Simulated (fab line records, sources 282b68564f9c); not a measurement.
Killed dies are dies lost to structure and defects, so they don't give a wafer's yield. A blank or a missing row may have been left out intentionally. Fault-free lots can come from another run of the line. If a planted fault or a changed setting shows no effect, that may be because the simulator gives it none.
Split-lot trial | flow rit-cmos | route with 202 steps; 5 lots, 23 wafers read

== THE SPLIT ==
At RIT_SPACER_CVD_03 (deposits Si3N4 from SiH2Cl2/NH3, target thk 250 nm, time 3300 s), the setting temp-c was moved away from the recipe's 810 C on 15 of the 23 wafers read, by -1.7% to +1.8%. This setting was run at the recipe's value on the other wafers.

== BETWEEN THE SPLIT AND THE READING: the file shows 1 step in between ==
- RIT_SPACER_THK_MEAS_04

== THE READING ==
oes-product-au, in a.u., at RIT_SPACER_ETCHBACK_05 (etches Si3N4 in SF6/CHF3, stops on SiO2, target depth 250 nm, time 240 s). A value of 0.840 a.u. with a standard deviation of 0.011 a.u. is what fault-free wafers of this fab line usually give.

wafer  | tool, chamber at the split | temp-c as run, C | against the recipe | oes-product-au, a.u. | against lot-mates on the recipe
L077.1 | -, -                       | 824.4            | +1.8%              | 1.013                | no lot-mate on the recipe
L077.2 | -, -                       | 824.4            | +1.8%              | 1.012                | no lot-mate on the recipe
L077.3 | -, -                       | 824.4            | +1.8%              | 0.992                | no lot-mate on the recipe
L077.4 | -, -                       | 824.4            | +1.8%              | 0.997                | no lot-mate on the recipe
L077.6 | -, -                       | 824.4            | +1.8%              | 1.009                | no lot-mate on the recipe
L076.2 | lpcvd-01, 0                | 810              | recipe             | 0.821                | -
L076.3 | lpcvd-01, 0                | 810              | recipe             | 0.818                | -
L076.4 | lpcvd-01, 0                | 810              | recipe             | 0.861                | -
L080.2 | -, -                       | 810              | recipe             | 0.833                | -
L080.3 | -, -                       | 810              | recipe             | 0.840                | -
L080.4 | -, -                       | 810              | recipe             | 0.834                | -
L080.5 | -, -                       | 810              | recipe             | 0.832                | -
L080.6 | -, -                       | 810              | recipe             | 0.835                | -
L082.1 | -, -                       | 796              | -1.7%              | 0.711                | no lot-mate on the recipe
L082.2 | -, -                       | 796              | -1.7%              | 0.701                | no lot-mate on the recipe
L082.3 | -, -                       | 796              | -1.7%              | 0.704                | no lot-mate on the recipe
L082.4 | -, -                       | 796              | -1.7%              | 0.704                | no lot-mate on the recipe
L082.5 | -, -                       | 796              | -1.7%              | 0.707                | no lot-mate on the recipe
L085.1 | -, -                       | 796.8            | -1.6%              | 0.701                | no lot-mate on the recipe
L085.2 | -, -                       | 796.8            | -1.6%              | 0.716                | no lot-mate on the recipe
L085.3 | -, -                       | 796.8            | -1.6%              | 0.711                | no lot-mate on the recipe
L085.4 | -, -                       | 796.8            | -1.6%              | 0.700                | no lot-mate on the recipe
L085.6 | -, -                       | 796.8            | -1.6%              | 0.713                | no lot-mate on the recipe

FIT RESULTS
A straight line over all 23 wafers: oes-product-au changes by +0.085 a.u. for each +1% of temp-c; r = +0.99; the points scatter about the line by 0.013 a.u.
Too few moved wafers have a lot-mate on the recipe to fit a line with each lot's own level taken away.

== THE WHOLE CHAIN: every reading that the file lists as answering this split, in the file's order ==
step                   | what it does                                                             | reading                                                                        | change (the file's fit)                  | r (the file's)
RIT_SPACER_CVD_03      | deposits Si3N4 from SiH2Cl2/NH3, target thk 250 nm, time 3300 s          | Si3N4_of_SPACER_CVD_03.thk-nm (the simulator's own value, which no gauge read) | +36 nm for each +1% of the setting       | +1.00
RIT_SPACER_THK_MEAS_04 |                                                                          | SPACER_NITRIDE_THK                                                             | +36 for each +1% of the setting          | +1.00
RIT_SPACER_ETCHBACK_05 | etches Si3N4 in SF6/CHF3, stops on SiO2, target depth 250 nm, time 240 s | oes-product-au                                                                 | +0.0849 a.u. for each +1% of the setting | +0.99
RIT_SPACER_ETCHBACK_05 | etches Si3N4 in SF6/CHF3, stops on SiO2, target depth 250 nm, time 240 s | etch.depth-nm (the simulator's own value, which no gauge read)                 | +35.1 nm for each +1% of the setting     | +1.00
RIT_SPACER_ETCHBACK_05 | etches Si3N4 in SF6/CHF3, stops on SiO2, target depth 250 nm, time 240 s | Si3N4_of_SPACER_CVD_03.thk-nm (the simulator's own value, which no gauge read) | +27.9 nm for each +1% of the setting     | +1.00

== THE FILE'S OWN FIT ==
oes-product-au changes by +0.0849 a.u. for each +1% of temp-c, r = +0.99.
